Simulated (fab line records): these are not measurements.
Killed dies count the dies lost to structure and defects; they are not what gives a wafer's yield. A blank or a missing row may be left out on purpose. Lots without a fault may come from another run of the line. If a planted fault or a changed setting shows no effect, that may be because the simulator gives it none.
2 desks looking at one fault :: flow berkeley-cmos170 :: each desk has only its own numbers; what lay behind them comes last

## AT THE METROLOGY DESK
Means of the sampled wafers that have a number, per lot and without regard to the tool the lot ran on: this is what the gauges read. Marked OUT: a lot whose mean sits more than 4 standard deviations from the usual mean, which makes it out of limits; the brackets give that distance.
Columns: A = ACTIVE_NITRIDE_THK at UCB170_ACTIVE_THK_MEAS_06, usual 219.8 nm; B = NVT_TW at UCB170_NVT_TW_MEAS_09, usual 525; C = cd-nm at UCB170_GATE_CD_MEAS_90, usual 349.8 nm
lot: L496
first seen here: day 5 08:29
A: 219.7
B: 518
C: 349.9

lot: L497
first seen here: day 5 17:31
A: 219.5
B: 529
C: 351.0

lot: L498
first seen here: day 5 17:31
A: 219.3
B: 526
C: 346.7

lot: L499
first seen here: day 5 22:56
A: 221.4
B: 530
C: 351.1

lot: L502
first seen here: day 5 22:56
A: 219.7
B: 519
C: 349.9

lot: L503
first seen here: day 6 18:01
A: 220.1
B: 30 (-97) OUT
C: 348.2

lot: L510
first seen here: day 7 04:05
A: 220.1
B: 528
C: 349.3

lot: L507
first seen here: day 7 04:08
A: 217.8
B: 30 (-97) OUT
C: 350.9

lot: L509
first seen here: day 7 04:08
A: 218.6
B: 526
C: 348.5

lot: L508
first seen here: day 7 04:10
A: 219.1
B: 526
C: 349.3

lot: L511
first seen here: day 7 15:03
A: 222.1
B: 530
C: 349.9

lot: L513
first seen here: day 8 05:05
A: 220.5
B: 515
C: 349.7

lot: L516
first seen here: day 8 15:37
A: 220.5
B: 530
C: 350.7

lot: L517
first seen here: day 9 05:56
A: 220.3
B: 523
C: 349.3
This desk finds L503, L507 out of limits, with the earliest case on L503 at day 8 09:32 (NVT_TW at UCB170_NVT_TW_MEAS_09). L496, L497, L498, L499, L502, L510, L509, L508, L511, L513, L516, L517 stayed within limits.

## THE TOOL OWNER'S DESK: litho-track-01
The tool's own readings at UCB170_NVT_DEVELOP_05 (develop time 45 s): means of the sampled wafers that have a number, for each lot that ran on this tool. Marked OUT: a lot whose mean sits more than 4 standard deviations from the usual mean, which makes it out of limits; the brackets give that distance.
Columns: A = chill-plate-temp-C at UCB170_NVT_DEVELOP_05, usual 23.01 C
lot: L499
first seen here: day 7 13:00
A: 22.99

lot: L503
first seen here: day 8 09:00
A: 22.96

lot: L507
first seen here: day 8 22:00
A: 23.01
Finding of this desk: none of the 3 lots has anything out of limits.

## ALL TOGETHER
Metrology desk: alarm possible at day 8 09:32 on L503, L507.
The desk of the tool owner found nothing out of limits.
The tool owner's desk has L503, L507 on record, within its limits.
UCB170_NVT_DEVELOP_05 was run on litho-track-01 by each of the lots named.

## WHAT THE SIMULATOR HAD PUT IN
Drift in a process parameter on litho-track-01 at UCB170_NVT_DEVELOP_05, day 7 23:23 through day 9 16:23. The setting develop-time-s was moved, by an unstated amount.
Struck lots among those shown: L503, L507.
Hours from the fault's start to each desk's first reading out of limits: the metrology desk, 10.
